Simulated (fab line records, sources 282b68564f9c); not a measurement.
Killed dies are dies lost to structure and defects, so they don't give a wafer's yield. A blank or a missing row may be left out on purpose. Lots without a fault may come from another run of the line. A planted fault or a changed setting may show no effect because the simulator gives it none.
Which tool did it? | flow rit_cmos | 14 lots, 42 wafers sampled, at 1 step of a route of 202

WHAT THE GAUGES READ, wafer by wafer
The record holds no reading of a measuring or inspecting step that can be judged against a usual standard deviation.

WHICH TOOL RAN EACH LOT (tool, then ch and the chambers of the sampled wafers, then the start)
lot  | RIT_PSD_DEVELOP_05
L636 | litho_track-01 ch 0, day 3 02:00
L638 | litho_track-02 ch 0, day 3 12:00
L639 | litho_track-01 ch 0, day 3 20:00
L640 | litho_track-01, day 3 23:00
L641 | litho_track-02, day 4 02:00
L649 | litho_track-01 ch 0, day 5 21:00
L651 | litho_track-01 ch 0, day 6 07:00
L652 | litho_track-01 ch 0, day 6 14:00
L653 | litho_track-02 ch 0, day 6 19:00
L654 | litho_track-01 ch 0, day 6 21:00
L655 | litho_track-02 ch 0, day 7 00:00
L656 | litho_track-01 ch 0, day 7 10:00
L657 | litho_track-02 ch 0, day 7 13:00
L659 | litho_track-01 ch 0, day 8 00:00
- RIT_PSD_DEVELOP_05: develop time 50 s.

WHAT THE TOOLS THEMSELVES READ (means of the sampled wafers that have a number; where no wafer has one, the mark that the record gives instead)
RIT_PSD_DEVELOP_05.
lot  | tool           | chill_plate_temp_C (C)
L636 | litho_track-01 | 22.88
L638 | litho_track-02 | 22.81
L639 | litho_track-01 | 22.89
L640 | litho_track-01 | -
L641 | litho_track-02 | -
L649 | litho_track-01 | 23.04
L651 | litho_track-01 | 23.06
L652 | litho_track-01 | 22.97
L653 | litho_track-02 | 23.00
L654 | litho_track-01 | 22.77
L655 | litho_track-02 | 23.04
L656 | litho_track-01 | 22.98
L657 | litho_track-02 | 23.12
L659 | litho_track-01 | 23.18

THE ANSWER, worked out from the rows above alone
Rule: what is usual is taken from the lots themselves. Put in order of their means at a reading, lots are off if they are a third of the lots or fewer, leave a main group of 4 or more, and stand apart from it by a gap of 3 or more times the standard deviation of the main group's means; of several such gaps the widest counts. A main group whose means are all the same, to the digits that the tables above print for the reading, isn't used. A lot without any number at a reading at which 4 lots or more have one is off too. The other lots that the step has rows for count as sound. The gauges are gone through in route order, then the tools' own readings, and for those a lot's mean is taken as printed above. The first step at which some lot is off is used, and at that step the reading that is off furthest; a lot without a number counts as furthest.
Off: L640, L641, at RIT_PSD_DEVELOP_05 (chill_plate_temp_C). Without a number there: L640, L641. The main group: mean 22.98 C, standard deviation 0.12.
A tool fits if, at that step or a process step before it, it ran every lot that is off, and no sound lot after the first of them. None of those tried fits.

WHAT THE SIMULATOR HAD PUT IN
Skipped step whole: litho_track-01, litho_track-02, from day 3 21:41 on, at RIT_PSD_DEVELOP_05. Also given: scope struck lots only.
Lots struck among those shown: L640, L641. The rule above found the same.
